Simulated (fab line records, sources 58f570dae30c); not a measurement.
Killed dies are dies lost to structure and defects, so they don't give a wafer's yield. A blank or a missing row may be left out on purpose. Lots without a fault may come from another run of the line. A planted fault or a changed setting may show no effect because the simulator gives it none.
One fault seen from 2 desks | flow berkeley_cmos170 | each desk has only its own numbers; what lay behind them comes last

THE TOOL OWNER'S DESK: rie_metal-04
The tool's own readings at UCB170_M1_METAL_ETCH_12 (etches Al in Cl2/BCl3, stops on PSG, target depth 780 nm, time 130 s): means of the sampled wafers that have a number, for each lot that ran on this tool. A lot is out of limits, marked OUT, if its mean lies more than 4 standard deviations from the usual mean; the brackets give that distance.
Columns: A = drypump_motor_current_A at UCB170_M1_METAL_ETCH_12, usual 5.90 A; B = oes_product_au at UCB170_M1_METAL_ETCH_12, usual 0.855 a.u.; C = run_length_s at UCB170_M1_METAL_ETCH_12, usual 158.2 s; D = throttle_valve_pct at UCB170_M1_METAL_ETCH_12, usual 24.5 %
lot  | first seen here | A    | B                | C               | D
L619 | day 7 16:34     | 5.81 | 0.862            | 158.5           | 23.8
L620 | day 8 06:41     | 5.70 | 0.863            | 157.9           | 24.6
L623 | day 8 18:46     | 5.73 | 0.913            | 150.7 (-17) OUT | 24.2
L622 | day 8 22:40     | 5.72 | 0.945 (+6.0) OUT | 146.8 (-25) OUT | 24.4
This desk's finding: out of limits on L622, L623; first on L623, day 8 18:46 (run_length_s at UCB170_M1_METAL_ETCH_12). In limits: L619, L620.

THE METROLOGY DESK
What the gauges read, lot by lot, whatever tool the lot ran on: means of the sampled wafers that have a number. A lot is out of limits, marked OUT, if its mean lies more than 4 standard deviations from the usual mean; the brackets give that distance.
Columns: A = NLDD_TW at UCB170_NLDD_TW_MEAS_11, usual 2229; B = cd_nm at UCB170_CONTACT_CD_MEAS_90, usual 699.9 nm
lot  | first seen here | A    | B
L619 | day 6 22:45     | 2196 | 699.0
L620 | day 7 10:16     | 2191 | 702.2
L618 | day 7 10:55     | 2261 | 700.3
L623 | day 8 00:11     | 2268 | 700.9
L622 | day 8 00:13     | 2227 | 702.0
L625 | day 8 16:23     | 2222 | 698.7
L629 | day 9 02:22     | 2252 | 700.1
L627 | day 9 02:47     | 2189 | 698.6
L626 | day 9 03:05     | 2255 | 698.3
L630 | day 9 15:17     | 2177 | 701.4
L636 | day 10 12:50    | 2190 | 701.3
L637 | day 11 01:44    | 2263 | 701.0
L640 | day 11 04:07    | 2234 | 699.7
L639 | day 11 04:50    | 2190 | 699.8
This desk's finding: nothing out of limits on any of the 14 lots.

PUT TOGETHER
The tool owner's desk could have raised an alarm at day 8 18:46, on L622, L623.
The metrology desk saw nothing out of limits.
The metrology desk has L622, L623 on record, within its limits.
Of the lots named, all ran UCB170_M1_METAL_ETCH_12 on rie_metal-04.

WHAT THE SIMULATOR HAD PUT IN
Process parameter drift: rie_metal-04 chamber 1, from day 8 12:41 on, at UCB170_M1_METAL_ETCH_12. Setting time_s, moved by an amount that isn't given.
Lots struck among those shown: L622, L623.
Hours from the fault's start to each desk's first reading out of limits: the tool owner's desk, 6.
